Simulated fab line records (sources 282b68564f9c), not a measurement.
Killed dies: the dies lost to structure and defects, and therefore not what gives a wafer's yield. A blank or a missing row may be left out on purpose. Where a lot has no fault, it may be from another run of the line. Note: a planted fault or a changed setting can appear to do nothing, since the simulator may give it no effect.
Code-filled problem report in 8D (eight disciplines) form ; flow rit-cmos ; the parts of the form that need people (team, actions taken, sign-off) are left out

1. THE PROBLEM
At RIT_CONTACT_SOFTBAKE_04, heater-power-total-W averages 46.64 W over 9 wafers from 3 lots, while fault-free wafers read 34.56 W, standard deviation 0.048. That is +99 or more standard deviations from the usual mean.
The step: time 60 s.
First seen on wafer L940.1, day 6 05:41, on litho-track-04. Wafers with a number at this step in the record: 45, from 15 lots. Rule for "out" (also "out of limits"): further than 4 standard deviations from the usual mean. The other wafers with a number count as sound.

2. WHAT THIS IS AND IS NOT
question;is;is not
which readings at this step;heater-power-total-W, run-length-s;-
which lots;L940, L942, L943;L925, L926, L927, L929, L930, L932, L935, L936, L939, L941, L946, L947
which wafers of those lots;all that have a number;-
read on which tools;litho-track-04;litho-track-01, litho-track-03
when;from day 6 05:41;"up to then (27 sound wafers); but 9 sound wafers of L941, L946, L947 came after"

3. THE SUSPECTS, EACH WITH WHAT RULES IT OUT
Counting: a tool at a process step up to the reading stays a suspect if it ran every lot that is out and no sound lot after the first of them.
- litho-track-04 at RIT_CONTACT_SOFTBAKE_04 (time 60 s): kept. It processed each lot that is out, first L940 at day 6 05:41, and no sound lot thereafter; up to then, the last sound lot it processed was L939 at day 6 01:41. Its own heater-power-total-W, run-length-s readings are out on those wafers.
Left after counting: litho-track-04 at RIT_CONTACT_SOFTBAKE_04.

4. THE CAUSE (what the simulator had put in)
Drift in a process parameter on litho-track-04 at RIT_CONTACT_SOFTBAKE_04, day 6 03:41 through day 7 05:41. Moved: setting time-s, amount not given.
Only this tool survived the counting.

5. SEQUENCE OF EFFECTS, ordered by route
One row per reading whose mean, taken over the struck wafers that have a number, lies over 3 standard deviations from the usual. Readings are gone through only where the record gives a usual standard deviation; hours: the median, over the lots, of the time from a lot's start at the first step in this table giving one to that lot's start at this step; sigmas: the change measured in usual standard deviations.
hours;step;reading;usual;on struck wafers;change;sigmas
0;RIT_CONTACT_SOFTBAKE_04;heater-power-total-W;34.56 W;46.64;+12.08;+99 or more
0;RIT_CONTACT_SOFTBAKE_04;run-length-s;89.38 s;48.73;-40.65;-99 or more
Its process steps:
- RIT_CONTACT_SOFTBAKE_04: time 60 s.

6. HOW IT WOULD HAVE BEEN CAUGHT EARLIER
2 hours passed between the start of the fault at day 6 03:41 and the first reading out of limits in this record, taken at day 6 05:41.
